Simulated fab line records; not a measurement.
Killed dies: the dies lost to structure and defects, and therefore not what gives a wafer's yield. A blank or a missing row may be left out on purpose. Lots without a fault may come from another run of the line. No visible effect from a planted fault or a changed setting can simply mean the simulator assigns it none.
A lot that was struck, set against a sound lot + flow berkeley cmos170 + 17 steps out of a route of 331
Sound: these wafers, L755.2, L755.4, L755.6. Struck: wafers L762.2, L762.4, L762.5. At the end, the cause is stated.
Per side, at each step with rows, come the tool, then ch with its chambers, and then its first start. Under that, the readings that differ: sound wafers + struck wafers + difference of the means + sigmas: that difference in standard deviations of wafers without a fault.
alike: words and numbers the same on both sides, and readings whose means are apart by under 2 such deviations; not compared: readings that were withheld, readings missing a value for some wafer, numbers with overlapping values and no deviation given by the record, and bounds like >300 which may hide the same value.
Wherever a step has rows on one side only, a row that says differs or no value, or a row with sigmas, the two part there. Numbers that have no deviation but don't overlap get no sigmas and don't part them. A reading missing from all wafers of one side parts the sides only when that side holds two or more wafers.

UCB170_NWELL_THK_MEAS_02:
  struck on film metro-01, day 3 20:48; sound on film metro-01, day 2 14:51
  alike: NWELL_OXIDE_THK
then, 2 steps without rows for these wafers: UCB170_NWELL_ANNEAL_03 (time 900 s); UCB170_NWELL_CVD_04 (deposits Si3N4 from SiH2Cl2/NH3, target thk 224 nm, time 3360 s).
UCB170_NWELL_THK_MEAS_05:
  struck on film metro-01, day 4 03:39; sound on film metro-01, day 2 22:57
  alike: NWELL_NITRIDE_THK
then, 6 steps without rows for these wafers: UCB170_NWELL_HMDS_06 (prime time 60 s); UCB170_NWELL_COAT_07 (resist thk 900 nm); UCB170_NWELL_SOFTBAKE_08 (time 60 s); UCB170_NWELL_EXPOSE_09 (exposes mask NWELL, target cd 3000 nm); UCB170_NWELL_PEB_10; UCB170_NWELL_DEVELOP_11 (develop time 45 s).
UCB170_NWELL_OVL_MEAS_12:
  struck on overlay-02, day 4 05:20; sound on overlay-01, day 3 00:17
  alike: NWELL_OVL
UCB170_NWELL_ETCH_13: etches Si3N4 in CH3F/Ar/O2, stops on SiO2, target depth 246.4 nm, time 154 s.
  sound on rie diel-01 ch 0,1, day 3 00:19; struck on rie diel-02 ch 0,1,2, day 4 05:22
  alike: drypump motor current A, oes product au, throttle valve pct
  not compared: rf hours counter h
UCB170_NWELL_IMPLANT_14:
  sound on implanter-04 ch 0, day 3 00:26; struck on implanter-02 ch 0, day 4 05:48
UCB170_NWELL_STRIP_15: strips in O2.
  sound on plasma asher-04 ch 0,1, day 3 00:34; struck on plasma asher-01 ch 0,1, day 4 05:56
  alike: drypump motor current A, oes product au, strip time to endpoint s
  not compared: rf hours counter h
UCB170_NWELL_TW_MEAS_16:
  struck on film metro-03, day 4 06:16; sound on film metro-03, day 3 00:40
| reading  | sound          | struck         | difference | sigmas |
|----------|----------------|----------------|------------|--------|
| NWELL_TW | 1236 1240 1237 | 1541 1552 1552 | +311       | +40    |
then, 1 step without rows for these wafers: UCB170_NWELL_CLEAN_17 (cleans in SPM, time 600 s).
UCB170_M3_PROBE_99:
  the record holds rows for the sound wafers here (prober-01, day 9 15:47) but none for the struck ones

WHERE THEY PART
First at UCB170_NWELL_TW_MEAS_16; last, within this record, at UCB170_M3_PROBE_99.

WHY: what the simulator had put in
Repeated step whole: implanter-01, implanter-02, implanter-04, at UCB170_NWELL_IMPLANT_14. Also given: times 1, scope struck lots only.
